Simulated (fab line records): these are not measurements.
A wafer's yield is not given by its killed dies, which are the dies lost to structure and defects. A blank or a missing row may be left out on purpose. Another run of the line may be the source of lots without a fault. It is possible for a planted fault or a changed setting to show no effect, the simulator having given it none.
fab line records | flow rit_cmos
record lots=14 | wafers=42 | last_day=7
route steps=202 shown FOX2@23 PRETRO@70 NLDD@112 SPACER@130 M1@202
lots with no fault: from the same line, run without faults
start_h: the number of hours between the record's first day and the start of the first shown wafer of the lot | wait_h: how many hours have passed since the lot's step before this one | " same as the row above | L1.1+2: a single row standing in for several wafers | - value missing, or start not given | * or withheld: withheld | < > ~ a bound
route shown NAME@n: NAME is a module with steps in the file, n the number in the route of the first one | usual: mean and standard deviation over wafers with no fault | same: alike in all rows | chamber/n: place in a boat | sites: per-site readings | _std_site: their standard deviation | _edge_site: outer sites' mean less inner sites' | radius_mm: how far each site lies from the wafer's centre | mask NAME#n: copy n | behind: the last tool/chamber to shape the wafer | hold: cause of the lot's hold/its duration in hours/its outcome | device: the n, p or np transistor that did not switch | end of line: the same wafers' tests at the end of the route | a step with no rows: only its recipe | killed: dies that structure and defects cost at the first sort, which is not the same as the wafer's yield | map: a wafer's dies, x killed, . not, _ none there
set.NAME: the setting that was run; set.NAME@STEP: the one run at that earlier step | model.NAME: the simulator's own value behind a step, which no gauge read
one table for each step of the route and one row for each wafer, over a sample of lots
services: the hour from which a tool's chamber was out of use, counted from the record's first day as start_h (under 0 if before that day), plus the number of hours and why
## steps
# step RIT_FOX2_OXIDATION_00
# recipe temp_c=1100 | ambient=H2O | target_thk_a=3507 | p_h2o_torr=720 | ox_time_s=1130
# usual spike_tc_centre_C=1102.8/1.2 | spike_tc_load_C=1128/3 | spike_tc_source_C=1123.8/3 | tube_center_temp_C=1100/0.099 | tube_center_temp_C_max=1102.8/0.46 | zone_power_source_pct=44.6/2.6
lot.wafer | tool       | chamber | start_h | wait_h | spike_tc_centre_C | spike_tc_load_C | spike_tc_source_C | tube_center_temp_C | tube_center_temp_C_max | zone_power_source_pct
L535.3    | furnace-03 | 0       | 17.39   | 0.0    | 1103.5            | 1124            | 1127.6            | 1099.9             | 1102.6                 | 41.8
L535.4    | "          | 0       | "       | "      | 1103.0            | 1126            | 1125.5            | 1099.8             | 1102.4                 | 43.4
L535.5    | "          | 0       | "       | "      | 1104.6            | 1126            | 1127.3            | 1100               | 1102.8                 | 42.0
L536.1    | furnace-03 | 0       | 22.18   | 0.0    | 1102.5            | 1125            | 1126.2            | 1100.1             | 1103.0                 | 43.0
L536.3    | "          | 0       | "       | "      | 1103.5            | 1127            | 1124.5            | 1099.9             | 1102.9                 | 42.7
L536.4    | "          | 0       | "       | "      | 1102.6            | 1126            | 1125.7            | 1100               | 1104.2                 | 42.3
L537.3    | furnace-02 | 0       | 27.32   | 0.0    | 1100.7            | 1131            | 1120.9            | 1099.9             | 1102.5                 | 47.0
L537.5    | "          | 0       | "       | "      | 1102.6            | 1131            | 1118.7            | 1100               | 1102.8                 | 47.1
L537.6    | "          | 0       | "       | "      | 1101.2            | 1132            | 1119.7            | 1100               | 1102.8                 | 48.1
L538.2    | furnace-02 | 0       | 32.74   | 0.0    | 1102.0            | 1133            | 1121.1            | 1100               | 1102.1                 | 48.4
L538.3    | "          | 0       | "       | "      | 1101.9            | 1134            | 1122.1            | 1100.1             | 1102.5                 | 47.3
L538.5    | "          | 0       | "       | "      | 1102.5            | 1133            | 1122.4            | 1099.9             | 1102.7                 | 47.5
L543.3    | furnace-03 | 0       | 58.74   | 0.0    | 1138.1            | 1160            | 1160.9            | 1133.4             | 1136.3                 | 44.8
L543.4    | "          | 0       | "       | "      | 1137.0            | 1159            | 1160.3            | 1133.5             | 1136.3                 | 45.8
L543.6    | "          | 0       | "       | "      | 1136.8            | 1158            | 1160.1            | 1133.4             | 1135.9                 | 45.7
L544.3    | furnace-02 | 0       | 62.19   | 0.0    | 1101.9            | 1132            | 1121.6            | 1099.9             | 1102.8                 | 48.7
L544.4    | "          | 0       | "       | "      | 1102.0            | 1130            | 1120.3            | 1100               | 1102.2                 | 47.9
L544.5    | "          | 0       | "       | "      | 1101.7            | 1132            | 1122.8            | 1100.1             | 1103.1                 | 47.2
L546.2    | furnace-02 | 0       | 73.56   | 0.0    | 1101.5            | 1131            | 1120.7            | 1100               | 1102.5                 | 47.9
L546.5    | "          | 0       | "       | "      | 1103.0            | 1132            | 1118.9            | 1100               | 1102.4                 | 48.5
L546.6    | "          | 0       | "       | "      | 1102.2            | 1132            | 1118.8            | 1100.1             | 1103.5                 | 47.3
L547.2    | furnace-03 | 0       | 77.16   | 0.0    | 1137.4            | 1160            | 1160.9            | 1133.4             | 1135.9                 | 45.7
L547.3    | "          | 0       | "       | "      | 1138.3            | 1160            | 1160.1            | 1133.6             | 1137.3                 | 45.1
L547.6    | "          | 0       | "       | "      | 1137.7            | 1158            | 1160.8            | 1133.5             | 1135.9                 | 45.6
L549.3    | furnace-04 | 0       | 87.14   | 0.0    | 1104.0            | 1128            | 1126.5            | 1100               | 1103.0                 | 41.7
L549.4    | "          | 0       | "       | "      | 1102.7            | 1128            | 1126.6            | 1100               | 1102.7                 | 41.2
L549.5    | "          | 0       | "       | "      | 1103.2            | 1128            | 1126.4            | 1100               | 1103.5                 | 41.8
L550.1    | furnace-04 | 0       | 94.26   | 0.0    | 1105.3            | 1127            | 1126.8            | 1100.1             | 1103.3                 | 41.5
L550.2    | "          | 0       | "       | "      | 1103.8            | 1128            | 1126.7            | 1100.1             | 1102.9                 | 41.4
L550.3    | "          | 0       | "       | "      | 1104.7            | 1127            | 1126.0            | 1099.9             | 1102.7                 | 41.9
L553.1    | furnace-02 | 0       | 107.05  | 0.0    | 1102.3            | 1132            | 1119.8            | 1100.2             | 1102.3                 | 47.1
L553.3    | "          | 0       | "       | "      | 1103.4            | 1132            | 1120.8            | 1099.9             | 1102.4                 | 48.4
L553.6    | "          | 0       | "       | "      | 1102.8            | 1130            | 1118.9            | 1099.8             | 1102.8                 | 47.8
L554.1    | furnace-02 | 0       | 112.40  | 0.0    | 1101.3            | 1132            | 1123.4            | 1100.1             | 1102.4                 | 48.0
L554.2    | "          | 0       | "       | "      | 1102.9            | 1131            | 1120.1            | 1100               | 1102.5                 | 47.5
L554.4    | "          | 0       | "       | "      | 1102.4            | 1134            | 1119.7            | 1100               | 1102.8                 | 47.4
L555.1    | furnace-02 | 0       | 118.05  | 0.0    | 1102.6            | 1131            | 1120.0            | 1100               | 1102.5                 | 48.0
L555.3    | "          | 0       | "       | "      | 1103.4            | 1132            | 1119.7            | 1099.9             | 1102.3                 | 47.8
L555.5    | "          | 0       | "       | "      | 1103.2            | 1131            | 1119.6            | 1099.9             | 1102.7                 | 47.2
L556.4    | furnace-04 | 0       | 122.87  | 0.5    | 1102.4            | 1128            | 1127.3            | 1100               | 1102.3                 | 41.8
L556.5    | "          | 0       | "       | "      | 1103.1            | 1128            | 1127.2            | 1100               | 1103.2                 | 41.6
L556.6    | "          | 0       | "       | "      | 1102.6            | 1128            | 1126.1            | 1099.9             | 1102.9                 | 42.0
# step RIT_FOX2_THK_MEAS_01
# recipe reads=SiO2_of_FOX2_OXIDATION_00
# usual FOX2_OXIDE_THK=351/7.9
lot.wafer | tool          | chamber | start_h | wait_h | FOX2_OXIDE_THK[nm]
L535.3    | film_metro-04 | -       | 18.72   | 0.0    | 326
L535.4    | "             | -       | "       | "      | 327
L535.5    | "             | -       | "       | "      | 324
L536.1    | film_metro-04 | -       | 23.49   | 0.0    | 351
L536.3    | "             | -       | "       | "      | 346
L536.4    | "             | -       | "       | "      | 350
L537.3    | film_metro-03 | -       | 28.65   | 0.0    | 352
L537.5    | "             | -       | "       | "      | 352
L537.6    | "             | -       | "       | "      | 350
L538.2    | film_metro-04 | -       | 34.06   | 0.0    | 356
L538.3    | "             | -       | "       | "      | 357
L538.5    | "             | -       | "       | "      | 363
L543.3    | film_metro-03 | -       | 60.08   | 0.0    | 412
L543.4    | "             | -       | "       | "      | 415
L543.6    | "             | -       | "       | "      | 416
L544.3    | film_metro-04 | -       | 63.52   | 0.0    | 356
L544.4    | "             | -       | "       | "      | 357
L544.5    | "             | -       | "       | "      | 358
L546.2    | film_metro-04 | -       | 74.89   | 0.0    | 346
L546.5    | "             | -       | "       | "      | 350
L546.6    | "             | -       | "       | "      | 350
L547.2    | film_metro-01 | -       | 78.49   | 0.0    | 400
L547.3    | "             | -       | "       | "      | 397
L547.6    | "             | -       | "       | "      | 398
L549.3    | film_metro-03 | -       | 88.47   | 0.0    | 346
L549.4    | "             | -       | "       | "      | 347
L549.5    | "             | -       | "       | "      | 348
L550.1    | film_metro-01 | -       | 95.57   | 0.0    | 352
L550.2    | "             | -       | "       | "      | 347
L550.3    | "             | -       | "       | "      | 348
L553.1    | film_metro-04 | -       | 108.37  | 0.0    | 358
L553.3    | "             | -       | "       | "      | 352
L553.6    | "             | -       | "       | "      | 365
L554.1    | film_metro-04 | -       | 113.72  | 0.0    | 349
L554.2    | "             | -       | "       | "      | 350
L554.4    | "             | -       | "       | "      | 348
L555.1    | film_metro-04 | -       | 119.37  | 0.0    | 347
L555.3    | "             | -       | "       | "      | 344
L555.5    | "             | -       | "       | "      | 348
L556.4    | film_metro-01 | -       | 124.21  | 0.0    | 351
L556.5    | "             | -       | "       | "      | 362
L556.6    | "             | -       | "       | "      | 356
# step RIT_FOX2_THK_MEAS_90
# recipe reads=SiO2_of_FOX2_OXIDATION_00
# usual FIELD_OXIDE_LEFT_1_THK=324/8
lot.wafer | tool          | chamber | start_h | wait_h | FIELD_OXIDE_LEFT_1_THK[nm]
L535.3    | film_metro-04 | -       | 19.60   | 0.0    | 298
L535.4    | "             | -       | "       | "      | 300
L535.5    | "             | -       | "       | "      | 297
L536.1    | film_metro-03 | -       | 24.37   | 0.0    | 323
L536.3    | "             | -       | "       | "      | 319
L536.4    | "             | -       | "       | "      | 322
L537.3    | film_metro-03 | -       | 29.54   | 0.0    | 325
L537.5    | "             | -       | "       | "      | 325
L537.6    | "             | -       | "       | "      | 322
L538.2    | film_metro-01 | -       | 35.71   | 0.0    | 329
L538.3    | "             | -       | "       | "      | 329
L538.5    | "             | -       | "       | "      | 336
L543.3    | film_metro-01 | -       | 60.96   | 0.0    | 385
L543.4    | "             | -       | "       | "      | 388
L543.6    | "             | -       | "       | "      | 389
L544.3    | film_metro-01 | -       | 64.40   | 0.0    | 328
L544.4    | "             | -       | "       | "      | 330
L544.5    | "             | -       | "       | "      | 330
L546.2    | film_metro-04 | -       | 75.76   | 0.0    | 319
L546.5    | "             | -       | "       | "      | 324
L546.6    | "             | -       | "       | "      | 323
L547.2    | film_metro-04 | -       | 79.43   | 0.0    | 373
L547.3    | "             | -       | "       | "      | 370
L547.6    | "             | -       | "       | "      | 371
L549.3    | film_metro-01 | -       | 89.35   | 0.0    | 318
L549.4    | "             | -       | "       | "      | 319
L549.5    | "             | -       | "       | "      | 320
L550.1    | film_metro-03 | -       | 96.59   | 0.0    | 325
L550.2    | "             | -       | "       | "      | 320
L550.3    | "             | -       | "       | "      | 322
L553.1    | film_metro-01 | -       | 109.24  | 0.0    | 330
L553.3    | "             | -       | "       | "      | 325
L553.6    | "             | -       | "       | "      | 338
L554.1    | film_metro-04 | -       | 114.59  | 0.0    | 321
L554.2    | "             | -       | "       | "      | 322
L554.4    | "             | -       | "       | "      | 321
L555.1    | film_metro-04 | -       | 120.24  | 0.0    | 320
L555.3    | "             | -       | "       | "      | 318
L555.5    | "             | -       | "       | "      | 321
L556.4    | film_metro-03 | -       | 125.09  | 0.0    | 323
L556.5    | "             | -       | "       | "      | 334
L556.6    | "             | -       | "       | "      | 327
# step RIT_PRETRO_OVL_MEAS_06
# usual PRETRO_OVL=0.0/1.5
lot.wafer | tool       | chamber | start_h | wait_h | PRETRO_OVL[nm]
L535.3    | overlay-02 | -       | 31.39   | -      | 0.2
L535.4    | "          | -       | "       | "      | -2.1
L535.5    | "          | -       | "       | "      | -2.7
L536.1    | overlay-02 | -       | 35.41   | -      | -4.9
L536.3    | "          | -       | "       | "      | -1.1
L536.4    | "          | -       | "       | "      | -1.2
L537.3    | overlay-01 | -       | 40.69   | -      | 1.5
L537.5    | "          | -       | "       | "      | 0.4
L537.6    | "          | -       | "       | "      | 0.9
L538.2    | overlay-02 | -       | 47.45   | -      | -0.4
L538.3    | "          | -       | "       | "      | -0.8
L538.5    | "          | -       | "       | "      | -0.8
L543.3    | overlay-01 | -       | 72.56   | -      | 2.4
L543.4    | "          | -       | "       | "      | 0.5
L543.6    | "          | -       | "       | "      | 1.7
L544.3    | overlay-02 | -       | 75.68   | -      | 1.4
L544.4    | "          | -       | "       | "      | 1.6
L544.5    | "          | -       | "       | "      | 3.3
L546.2    | overlay-02 | -       | 87.49   | -      | 1.7
L546.5    | "          | -       | "       | "      | 2.1
L546.6    | "          | -       | "       | "      | -0.3
L547.2    | overlay-02 | -       | 90.67   | -      | 0.2
L547.3    | "          | -       | "       | "      | 0.2
L547.6    | "          | -       | "       | "      | -3.5
L549.3    | overlay-02 | -       | 100.87  | -      | -1.3
L549.4    | "          | -       | "       | "      | 0.0
L549.5    | "          | -       | "       | "      | -1.3
L550.1    | overlay-01 | -       | 107.87  | -      | 1.5
L550.2    | "          | -       | "       | "      | 2.0
L550.3    | "          | -       | "       | "      | 4.3
L553.1    | overlay-01 | -       | 120.40  | -      | 1.1
L553.3    | "          | -       | "       | "      | 1.7
L553.6    | "          | -       | "       | "      | -1.2
L554.1    | overlay-01 | -       | 125.69  | -      | 0.6
L554.2    | "          | -       | "       | "      | -0.6
L554.4    | "          | -       | "       | "      | 0.0
L555.1    | overlay-02 | -       | 131.46  | -      | -2.0
L555.3    | "          | -       | "       | "      | -3.1
L555.5    | "          | -       | "       | "      | -1.2
L556.4    | overlay-02 | -       | 136.24  | -      | 1.7
L556.5    | "          | -       | "       | "      | 1.3
L556.6    | "          | -       | "       | "      | 2.9
# step RIT_FOX2_THK_MEAS_91
# recipe reads=SiO2_of_FOX2_OXIDATION_00
# usual FIELD_OXIDE_LEFT_2_THK=256/7.9
lot.wafer | tool          | chamber | start_h | wait_h | FIELD_OXIDE_LEFT_2_THK[nm]
L535.3    | film_metro-01 | -       | 32.50   | 0.0    | 230
L535.4    | "             | -       | "       | "      | 231
L535.5    | "             | -       | "       | "      | 228
L536.1    | film_metro-03 | -       | 36.54   | 0.0    | 256
L536.3    | "             | -       | "       | "      | 251
L536.4    | "             | -       | "       | "      | 254
L537.3    | film_metro-01 | -       | 41.81   | 0.0    | 257
L537.5    | "             | -       | "       | "      | 257
L537.6    | "             | -       | "       | "      | 255
L538.2    | film_metro-01 | -       | 48.56   | 0.0    | 260
L538.3    | "             | -       | "       | "      | 261
L538.5    | "             | -       | "       | "      | 267
L543.3    | film_metro-04 | -       | 73.67   | 0.0    | 317
L543.4    | "             | -       | "       | "      | 319
L543.6    | "             | -       | "       | "      | 321
L544.3    | film_metro-03 | -       | 76.79   | 0.0    | 261
L544.4    | "             | -       | "       | "      | 262
L544.5    | "             | -       | "       | "      | 263
L546.2    | film_metro-04 | -       | 88.66   | 0.0    | 251
L546.5    | "             | -       | "       | "      | 256
L546.6    | "             | -       | "       | "      | 255
L547.2    | film_metro-03 | -       | 91.80   | 0.0    | 306
L547.3    | "             | -       | "       | "      | 303
L547.6    | "             | -       | "       | "      | 304
L549.3    | film_metro-01 | -       | 102.04  | 0.0    | 251
L549.4    | "             | -       | "       | "      | 251
L549.5    | "             | -       | "       | "      | 252
L550.1    | film_metro-04 | -       | 108.99  | 0.0    | 258
L550.2    | "             | -       | "       | "      | 253
L550.3    | "             | -       | "       | "      | 254
L553.1    | film_metro-04 | -       | 121.51  | 0.0    | 262
L553.3    | "             | -       | "       | "      | 257
L553.6    | "             | -       | "       | "      | 269
L554.1    | film_metro-03 | -       | 126.79  | 0.0    | 254
L554.2    | "             | -       | "       | "      | 255
L554.4    | "             | -       | "       | "      | 253
L555.1    | film_metro-01 | -       | 132.57  | 0.0    | 252
L555.3    | "             | -       | "       | "      | 250
L555.5    | "             | -       | "       | "      | 254
L556.4    | film_metro-04 | -       | 137.37  | 0.0    | 255
L556.5    | "             | -       | "       | "      | 266
L556.6    | "             | -       | "       | "      | 259
# step RIT_NLDD_STRIP_09
# recipe chemistry=O2 | time_s=180 | resist=NOVOLAK | platen_temp_c=withheld | power_w=500 | pressure_mtorr=4000 | o2_flow_sccm=4000
# usual drypump_motor_current_A=6.11/0.28
lot.wafer | tool            | chamber | start_h | wait_h | drypump_motor_current_A | rf_hours_counter_h
L535.3    | plasma_asher-04 | 0       | 42.46   | 0.1    | 5.89                    | -
L535.4    | "               | 1       | "       | "      | 6.58                    | -
L535.5    | "               | 1       | "       | "      | 6.62                    | -
L536.1    | plasma_asher-04 | 0       | 48.03   | 0.1    | 5.89                    | 26
L536.3    | "               | 0       | "       | "      | 5.91                    | -
L536.4    | "               | 1       | "       | "      | 6.60                    | -
L537.3    | plasma_asher-01 | 0       | 56.16   | 0.1    | 6.09                    | -
L537.5    | "               | 1       | "       | "      | 6.04                    | -
L537.6    | "               | 0       | "       | "      | 6.11                    | -
L538.2    | plasma_asher-04 | 0       | 60.13   | 0.1    | 5.87                    | 27
L538.3    | "               | 0       | "       | "      | 5.89                    | -
L538.5    | "               | 0       | "       | "      | 5.87                    | -
L543.3    | plasma_asher-03 | 1       | 82.68   | 0.1    | 5.76                    | -
L543.4    | "               | 0       | "       | "      | 6.37                    | -
L543.6    | "               | 1       | "       | "      | 5.77                    | -
L544.3    | plasma_asher-01 | 0       | 86.27   | 0.1    | 6.11                    | -
L544.4    | "               | 1       | "       | "      | 6.04                    | -
L544.5    | "               | 1       | "       | "      | 6.01                    | -
L546.2    | plasma_asher-04 | 0       | 97.62   | 0.1    | 5.88                    | 29
L546.5    | "               | 1       | "       | "      | 6.55                    | -
L546.6    | "               | 0       | "       | "      | 5.90                    | -
L547.2    | plasma_asher-03 | 0       | 101.49  | 0.1    | 6.36                    | 50
L547.3    | "               | 0       | "       | "      | 6.34                    | -
L547.6    | "               | 1       | "       | "      | 5.79                    | -
L549.3    | plasma_asher-01 | 0       | 111.27  | 0.1    | 6.13                    | -
L549.4    | "               | 1       | "       | "      | 6.05                    | -
L549.5    | "               | 1       | "       | "      | 6.04                    | -
L550.1    | plasma_asher-03 | 0       | 118.89  | 0.1    | 6.33                    | 0
L550.2    | "               | 1       | "       | "      | 5.75                    | 0
L550.3    | "               | 1       | "       | "      | 5.76                    | -
L553.1    | plasma_asher-04 | 0       | 131.60  | 0.1    | 5.91                    | 34
L553.3    | "               | 0       | "       | "      | 5.90                    | -
L553.6    | "               | 1       | "       | "      | 6.55                    | -
L554.1    | plasma_asher-04 | 1       | 137.72  | 0.1    | 6.63                    | 34
L554.2    | "               | 0       | "       | "      | 5.86                    | 34
L554.4    | "               | 1       | "       | "      | 6.64                    | -
L555.1    | plasma_asher-04 | 1       | 144.27  | 0.1    | 6.62                    | 35
L555.3    | "               | 1       | "       | "      | 6.60                    | -
L555.5    | "               | 1       | "       | "      | 6.63                    | -
L556.4    | plasma_asher-01 | 0       | 146.80  | 0.1    | 6.11                    | -
L556.5    | "               | 1       | "       | "      | 6.02                    | -
L556.6    | "               | 0       | "       | "      | 6.11                    | -
# step RIT_SPACER_ETCHBACK_05
# recipe target_depth_a=2500 | SF6_flow_sccm=30 | CHF3_flow_sccm=30 | target=Si3N4 | chemistry=SF6/CHF3 | pressure_mtorr=40 | rf_w=250 | time_s=240 | stop_on=SiO2
# usual drypump_motor_current_A=5.6/0.5 | oes_product_au=0.851/0.014 | throttle_valve_pct=10.23/0.13
lot.wafer | tool        | chamber | start_h | wait_h | drypump_motor_current_A | oes_product_au | rf_hours_counter_h | throttle_valve_pct
L535.3    | rie_diel-03 | 0       | 46.47   | 0.0    | 5.2                     | 0.849          | 53                 | 10.31
L535.4    | "           | 2       | "       | "      | 6.1                     | 0.827          | 12                 | 10.23
L535.5    | "           | 1       | "       | "      | 5.4                     | 0.852          | -                  | 10.28
L536.1    | rie_diel-01 | 3       | 52.16   | 0.1    | 5.5                     | 0.861          | 47                 | 10.22
L536.3    | "           | 2       | "       | "      | 5.4                     | 0.858          | 1                  | 10.05
L536.4    | "           | 1       | "       | "      | 5.3                     | 0.870          | 129                | 10.35
L537.3    | rie_diel-03 | 1       | 60.13   | 0.0    | 5.4                     | 0.868          | 12                 | 10.27
L537.5    | "           | 0       | "       | "      | 5.2                     | 0.871          | -                  | 10.33
L537.6    | "           | 3       | "       | "      | 5.9                     | 0.868          | -                  | 10.02
L538.2    | rie_diel-04 | 2       | 64.43   | 0.0    | 6.0                     | 0.828          | 83                 | 10.32
L538.3    | "           | 3       | "       | "      | 5.8                     | 0.857          | 124                | 10.34
L538.5    | "           | 1       | "       | "      | 4.7                     | 0.843          | -                  | 10.44
L543.3    | rie_diel-01 | 1       | 86.75   | 0.0    | 5.3                     | 0.865          | 129                | 10.36
L543.4    | "           | 2       | "       | "      | 5.4                     | 0.864          | 2                  | 10.05
L543.6    | "           | 3       | "       | "      | 5.5                     | 0.845          | -                  | 10.23
L544.3    | rie_diel-04 | 0       | 90.52   | 0.0    | 5.2                     | 0.854          | 129                | 10.19
L544.4    | "           | 1       | "       | "      | 4.7                     | 0.851          | 19                 | 10.44
L544.5    | "           | 0       | "       | "      | 5.2                     | 0.840          | -                  | 10.19
L546.2    | rie_diel-04 | 3       | 101.72  | 0.0    | 5.8                     | 0.863          | 125                | 10.33
L546.5    | "           | 3       | "       | "      | 5.8                     | 0.862          | -                  | 10.34
L546.6    | "           | 0       | "       | "      | 5.2                     | 0.843          | -                  | 10.20
L547.2    | rie_diel-03 | 1       | 105.52  | 0.0    | 5.4                     | 0.872          | 13                 | 10.27
L547.3    | "           | 0       | "       | "      | 5.2                     | 0.853          | 54                 | 10.31
L547.6    | "           | 3       | "       | "      | 5.9                     | 0.869          | -                  | 10.02
L549.3    | rie_diel-04 | 0       | 115.23  | 0.0    | 5.2                     | 0.837          | 129                | 10.21
L549.4    | "           | 1       | "       | "      | 4.7                     | 0.852          | 20                 | 10.43
L549.5    | "           | 1       | "       | "      | 4.8                     | 0.856          | -                  | 10.42
L550.1    | rie_diel-04 | 0       | 123.04  | 0.1    | 5.2                     | 0.852          | 130                | 10.21
L550.2    | "           | 2       | "       | "      | 6.0                     | 0.840          | 84                 | 10.33
L550.3    | "           | 3       | "       | "      | 5.8                     | 0.872          | 125                | 10.33
L553.1    | rie_diel-01 | 3       | 135.60  | 0.1    | 5.5                     | 0.846          | 49                 | 10.24
L553.3    | "           | 1       | "       | "      | 5.3                     | 0.859          | 130                | 10.36
L553.6    | "           | 1       | "       | "      | 5.3                     | 0.854          | -                  | 10.37
L554.1    | rie_diel-01 | 2       | 141.98  | 0.1    | 5.4                     | 0.874          | 3                  | 10.04
L554.2    | "           | 0       | "       | "      | 6.6                     | 0.848          | 103                | 10.08
L554.4    | "           | 3       | "       | "      | 5.5                     | 0.846          | 49                 | 10.22
L555.1    | rie_diel-03 | 1       | 148.28  | 0.1    | 5.4                     | 0.858          | 14                 | 10.27
L555.3    | "           | 0       | "       | "      | 5.2                     | 0.866          | 55                 | 10.32
L555.5    | "           | 1       | "       | "      | 5.4                     | 0.861          | -                  | 10.26
L556.4    | rie_diel-04 | 3       | 150.89  | 0.0    | 5.8                     | 0.866          | 126                | 10.33
L556.5    | "           | 0       | "       | "      | 5.2                     | 0.843          | -                  | 10.20
L556.6    | "           | 3       | "       | "      | 5.8                     | 0.878          | -                  | 10.33
# step RIT_M1_PROBE_99
# usual killed_at_M0_to_M3=0.0/0.083 | killed_at_contacts=0.1/0.28 | killed_at_front_end=6.5/3 | killed_dies=7/3 | killed_open=3.2/2 | killed_short=3.2/1.9
# same gross_dies=264 | killed_at_M4_up=0 | killed_at_back_side=0 | killed_at_other=0
lot.wafer | tool      | chamber | start_h | wait_h | killed_at_M0_to_M3 | killed_at_contacts | killed_at_front_end | killed_dies | killed_open | killed_short
L543.3    | prober-01 | -       | 98.77   | 0.2    | 0                  | 0                  | 2                   | 2           | 1           | 1
L543.4    | prober-01 | -       | 98.82   | 0.2    | 0                  | 0                  | 2                   | 2           | 0           | 2
L543.6    | prober-01 | -       | 98.92   | 0.2    | 0                  | 0                  | 3                   | 3           | 3           | 0
L546.2    | prober-02 | -       | 112.90  | 0.1    | 0                  | 0                  | 2                   | 2           | 2           | 0
L546.5    | prober-02 | -       | 113.05  | 0.2    | 0                  | 0                  | 8                   | 8           | 5           | 3
L546.6    | prober-02 | -       | 113.10  | 0.2    | 0                  | 0                  | 2                   | 2           | 1           | 1
L549.3    | prober-01 | -       | 126.23  | 0.2    | 0                  | 0                  | 5                   | 5           | 3           | 2
L549.4    | prober-01 | -       | 126.28  | 0.2    | 0                  | 0                  | 11                  | 11          | 3           | 8
L549.5    | prober-01 | -       | 126.33  | 0.2    | 0                  | 1                  | 6                   | 7           | 3           | 4
L556.4    | prober-02 | -       | 162.78  | 0.2    | 0                  | 0                  | 6                   | 6           | 2           | 4
L556.5    | prober-02 | -       | 162.83  | 0.2    | 0                  | 0                  | 7                   | 7           | 2           | 5
L556.6    | prober-02 | -       | 162.88  | 0.2    | 0                  | 0                  | 5                   | 5           | 3           | 2
# killed by level:class
L543.3 GATE:geometric_particle:open=1 SILICIDE:geometric_particle:short=1
L543.4 REOX:geometric_particle:short=1 SILICIDE:geometric_particle:short=1
L543.6 FOX1:geometric_particle:open=1 FOX2:geometric_particle:open=1 SPACER:geometric_particle:open=1
L546.2 FOX2:geometric_particle:open=1 REOX:geometric_particle:open=1
L546.5 GATE:geometric_particle:open=3 GATE:geometric_particle:short=2 FOX1:geometric_particle:open=1 SPACER:geometric_particle:open=1 SILICIDE:geometric_particle:short=1
L546.6 SPACER:geometric_particle:short=1 SILICIDE:geometric_particle:open=1
L549.3 FOX2:geometric_particle:open=1 GATE:geometric_particle:open=1 GATE:geometric_particle:short=1 REOX:geometric_particle:short=1 SPACER:geometric_particle:open=1
L549.4 REOX:geometric_particle:short=4 GATE:geometric_particle:short=2 FOX1:geometric_particle:short=1 FOX1:geometric_particle:open=1 GATE:geometric_particle:open=1 REOX:geometric_particle:open=1 SPACER:geometric_particle:short=1
L549.5 FOX2:geometric_particle:open=1 GATE:geometric_particle:short=1 REOX:geometric_particle:open=1 SPACER:geometric_particle:short=1 SILICIDE:geometric_particle:open=1 SILICIDE:geometric_particle:short=1 CONTACT:geometric_particle:short=1
L556.4 SPACER:geometric_particle:short=2 FOX2:geometric_particle:open=1 GATE:geometric_particle:short=1 GATE:geometric_particle:open=1 REOX:geometric_particle:short=1
L556.5 GATE:geometric_particle:short=2 FOX1:geometric_particle:short=1 GATE:geometric_particle:open=1 REOX:geometric_particle:short=1 REOX:geometric_particle:open=1 SPACER:geometric_particle:short=1
L556.6 GATE:geometric_particle:open=3 GATE:geometric_particle:short=1 REOX:geometric_particle:short=1
## services
tool            | chamber | start_h | hours | kind
furnace-02      | -       | 2.12    | 3.5   | pm
furnace-02      | -       | 14.38   | 1.5   | repair
rie_diel-04     | -       | 15.72   | 0.8   | repair
rie_diel-01     | 2       | 63.80   | 7.4   | repair
rie_diel-04     | 0       | 64.57   | 2.4   | repair
plasma_asher-04 | -       | 78.37   | 17.6  | repair
rie_diel-03     | -       | 90.50   | 2.8   | pm
rie_diel-03     | -       | 94.52   | 0.1   | repair
plasma_asher-03 | -       | 108.75  | 9.0   | pm
plasma_asher-03 | 0       | 108.75  | 9.0   | vent_cycle
plasma_asher-03 | 1       | 108.75  | 9.0   | vent_cycle
rie_diel-03     | 3       | 116.70  | 11.5  | repair
plasma_asher-03 | 0       | 117.75  | -     | clean
plasma_asher-03 | 1       | 117.75  | -     | clean
plasma_asher-01 | -       | 122.12  | 4.2   | pm
furnace-04      | -       | 134.50  | 3.5   | pm
## key
first_sign step=RIT_FOX2_OXIDATION_00 | reading=tube_center_temp_C | direction=up | sigmas=99+ | usual=* | struck=*
effect step=RIT_FOX2_OXIDATION_00 | reading=tube_center_temp_C_max | direction=up | sigmas=72 | usual=* | struck=*
effect step=RIT_FOX2_THK_MEAS_01 | reading=FOX2_OXIDE_THK | direction=up | sigmas=7 | usual=351 | struck=407
effect step=RIT_FOX2_THK_MEAS_90 | reading=FIELD_OXIDE_LEFT_1_THK | direction=up | sigmas=7 | usual=324 | struck=379
effect step=RIT_FOX2_THK_MEAS_91 | reading=FIELD_OXIDE_LEFT_2_THK | direction=up | sigmas=7.1 | usual=256 | struck=312
met_at RIT_FOX2_OXIDATION_00
struck_lots L543,L547
tester_left_out L543,L547
not_acting_at RIT_PRETRO_OVL_MEAS_06,RIT_NLDD_STRIP_09,RIT_SPACER_ETCHBACK_05
onset_between 22.18 58.74
fault kind=process_parameter_drift | tool=furnace-03 | chamber=- | onset_h=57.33 | steps=RIT_FOX2_OXIDATION_00 | channel=temp_c | offset=* | shape=step | end_h=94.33 | acts_in=* | stated=*
# tester_left_out: of these lots the tester's yield and bins aren't shown, on N5 and GAA mostly nor the transistor test; their killed dies are dies lost to structure and defects alone, not to doping, threshold or leakage, so they don't give the yield
